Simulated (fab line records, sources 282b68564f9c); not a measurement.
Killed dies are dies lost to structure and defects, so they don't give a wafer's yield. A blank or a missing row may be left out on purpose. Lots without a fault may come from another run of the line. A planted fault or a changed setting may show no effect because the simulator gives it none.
A struck lot beside a sound one | flow rit_cmos | 17 steps out of a route of 202
Sound: wafers L497.1, L497.2, L497.5. Struck: wafers L505.1, L505.5, L505.6. The cause comes at the end.
At each step with rows: each side's tool, then ch and its chambers, then its first start. Under that, the readings that differ: sound wafers | struck wafers | difference of the means | sigmas: that difference in standard deviations of wafers without a fault.
alike: readings whose means differ by less than 2 such deviations, and words and numbers that are the same on both sides. not compared: withheld readings, readings that some wafer has no value for, bounds like >300 that may hide the same value, and numbers for which the record gives no deviation and whose values overlap.
The two part at a step that has a row with sigmas, a row that says differs or no value, or rows on one side only. Numbers that don't overlap but have no deviation are shown without sigmas and don't part them. A reading that every wafer of one side lacks parts them only if that side has two wafers or more.

first, 2 steps without rows for these wafers: RIT_NRETRO_HARDBAKE_07 (time 120 s); RIT_NRETRO_IMPLANT_08.
RIT_NRETRO_STRIP_09: strips in O2, time 180 s.
  sound on plasma_asher-04 ch 0,1, day 3 23:26; struck on plasma_asher-04 ch 0,1, day 5 15:53
  alike: drypump_motor_current_A
  not compared: rf_hours_counter_h
RIT_NRETRO_TW_MEAS_10:
  sound on film_metro-03, day 3 23:37; struck on film_metro-01, day 5 16:04
  reading   | sound          | struck         | difference | sigmas
  NRETRO_TW | 1043 1040 1035 | 1063 1057 1056 | +19        | +2
then, 6 steps without rows for these wafers: RIT_PRETRO_HMDS_00 (prime time 60 s); RIT_PRETRO_COAT_01 (resist thk 1300 nm); RIT_PRETRO_SOFTBAKE_02 (time 60 s); RIT_PRETRO_EXPOSE_03 (exposes mask M5, target cd 43700 nm); RIT_PRETRO_PEB_04; RIT_PRETRO_DEVELOP_05 (develop time 68 s).
RIT_PRETRO_OVL_MEAS_06:
  sound on overlay-01, day 4 00:33; struck on overlay-01, day 5 17:00
  alike: PRETRO_OVL
then, 1 step without rows for these wafers: RIT_PRETRO_HARDBAKE_07 (time 120 s).
RIT_PRETRO_IMPLANT_08:
  sound on implanter-02 ch 0, day 4 00:50; struck on implanter-02 ch 0, day 5 17:17
  reading                          | sound                   | struck                     | difference | sigmas
  beam_on_s (s)                    | 10.12 10.17 9.90        | 12.26 11.97 12.07          | +2.04      | +10
  end_station_pressure_torr (Torr) | 4.8e-06 4.8e-06 4.9e-06 | 9.26e-05 9.43e-05 9.53e-05 | +8.92e-05  | +99 or more
  faraday_current_uA               | 37.5 37.2 38.5          | 31.3 32.1 31.8             | -6.0       | -8
RIT_PRETRO_STRIP_09: strips in O2, time 180 s.
  sound on plasma_asher-01 ch 0,1, day 4 00:59; struck on plasma_asher-01 ch 0,1, day 5 17:26
  alike: drypump_motor_current_A
  not compared: rf_hours_counter_h
RIT_PRETRO_TW_MEAS_10:
  sound on film_metro-02, day 4 01:10; struck on film_metro-02, day 5 17:37
  reading   | sound       | struck      | difference | sigmas
  PRETRO_TW | 469 472 473 | 501 497 503 | +29        | +6
then, 1 step without rows for these wafers: RIT_GATE_WET_ETCH_00 (etches SiO2 in BOE, target depth 56 nm, time 60 s).
RIT_M1_PROBE_99:
  sound on prober-01, day 5 02:40; struck on prober-01, day 6 21:11
  reading                                | sound             | struck            | difference | sigmas
  model.etest.nmos_0p3.r_on_ohm_um       | 2151 2170 2131    | 2252 2253 2209    | +87        |
  model.etest.nmos_turned.drive_ua_um    | 333.4 317.9 332.9 | 294.9 303.6 308.9 | -25.6      |
  model.etest.nmos_0p3.drive_ua_um       | 225.6 229 230.2   | 210.3 213.2 215.8 | -15.2      |
  model.etest.nmos_narrow.drive_ua_um    | 223.4 225.5 227.6 | 217.3 218.6 219.2 | -7.1       |
  model.etest.diode_nplus_pwell.bv_v (V) | 5.892 5.954 5.946 | 5.732 5.752 5.745 | -0.188     |
  alike: killed_at_contacts, killed_at_front_end, killed_dies, killed_open, killed_short
  not compared: model.etest.nmos_0p15.drive_ua_um, model.etest.retro_edge_nmos.off_log10_a_um, model.etest.nmos_0p15.off_log10_a_um

WHERE THEY PART
First at RIT_NRETRO_TW_MEAS_10; last, within this record, at RIT_PRETRO_TW_MEAS_10. Later steps at which nothing parts them and some readings are alike: RIT_M1_PROBE_99.

WHY: what the simulator had put in
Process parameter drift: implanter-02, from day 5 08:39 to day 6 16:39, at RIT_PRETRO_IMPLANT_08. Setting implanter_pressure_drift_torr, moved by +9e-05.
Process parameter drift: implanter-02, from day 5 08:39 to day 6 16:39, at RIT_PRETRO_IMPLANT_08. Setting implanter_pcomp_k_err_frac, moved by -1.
